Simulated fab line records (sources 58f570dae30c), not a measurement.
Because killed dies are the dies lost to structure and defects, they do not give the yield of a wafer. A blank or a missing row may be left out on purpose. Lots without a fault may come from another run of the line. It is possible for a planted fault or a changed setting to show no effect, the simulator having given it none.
2 desks, one fault -- flow berkeley-cmos170 -- each desk holds nothing but its own numbers, with what lay behind them at the end

## AT THE METROLOGY DESK
Means of the sampled wafers that have a number, per lot and without regard to the tool the lot ran on: this is what the gauges read. Marked OUT: a lot whose mean sits more than 4 standard deviations from the usual mean, which makes it out of limits; the brackets give that distance.
Columns: A = PWELL_NITRIDE_THK at UCB170_PWELL_THK_MEAS_06, usual 219.4 nm; B = cd-nm at UCB170_ACTIVE_CD_MEAS_13, usual 1200.6 nm; C = M3_OVL at UCB170_M3_OVL_MEAS_16, usual 1 nm
lot,first seen here,A,B,C
L605,day 3 04:20,219.8,1199.2,6
L604,day 3 04:22,222.6,1199.9,4
L607,day 3 06:49,222.4,1202.3,1
L606,day 3 06:49,219.0,1200.7,-6
L608,day 3 17:43,219.9,1200.1,-1
L609,day 4 01:15,218.0,1199.8,-0
L610,day 4 01:15,220.3,1201.6,5
L611,day 4 07:37,216.1,1199.7,5
L612,day 4 07:37,216.0,1200.2,2
L620,day 6 08:32,196.9 (-10) OUT,1200.3,5
L622,day 6 08:33,192.2 (-12) OUT,1199.8,-2
L621,day 6 08:34,195.6 (-11) OUT,1201.3,-3
L623,day 6 22:14,195.9 (-11) OUT,1201.7,-9
L625,day 7 08:29,219.3,1198.9,2
L626,day 7 14:05,220.0,1200.0,-5
L627,day 7 14:06,220.5,1199.8,12
This desk's result: L620, L621, L622, L623 out of limits, first on L620 (PWELL_NITRIDE_THK at UCB170_PWELL_THK_MEAS_06), day 6 08:32. Within limits: L605, L604, L607, L606, L608, L609, L610, L611, L612, L625, L626, L627.

## THE TOOL OWNER'S DESK: lpcvd-02
The tool's own readings at UCB170_PWELL_CVD_05 (deposits Si3N4 from SiH2Cl2/NH3, target thk 220 nm, time 3300 s): means of the sampled wafers that have a number, for each lot that ran on this tool. Marked OUT: a lot whose mean sits more than 4 standard deviations from the usual mean, which makes it out of limits; the brackets give that distance.
Columns: A = spike-tc-load-C at UCB170_PWELL_CVD_05, usual 826 C
lot,first seen here,A
L604,day 3 02:25,830
L605,day 3 02:25,829
L608,day 3 15:47,830
L609,day 3 23:20,829
L610,day 3 23:20,829
L611,day 4 05:40,824
L612,day 4 05:40,829
L620,day 6 06:38,826
L621,day 6 06:38,824
L622,day 6 06:38,826
L623,day 6 20:18,825
This desk's finding: nothing out of limits on any of the 11 lots.

## ALL TOGETHER
On L620, L621, L622, L623, the metrology desk was in a position to raise an alarm at day 6 08:32.
Nothing out of limits was seen by the tool owner's desk.
On record at the tool owner's desk: L620, L621, L622, L623, within its limits.
Every lot named ran UCB170_PWELL_CVD_05 on lpcvd-02.

## WHAT THE SIMULATOR PUT IN
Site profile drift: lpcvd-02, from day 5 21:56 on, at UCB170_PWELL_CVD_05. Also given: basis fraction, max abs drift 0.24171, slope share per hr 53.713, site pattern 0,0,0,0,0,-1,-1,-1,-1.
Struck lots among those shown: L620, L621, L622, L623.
Hours from the fault's start to each desk's first reading out of limits: the metrology desk, 11.
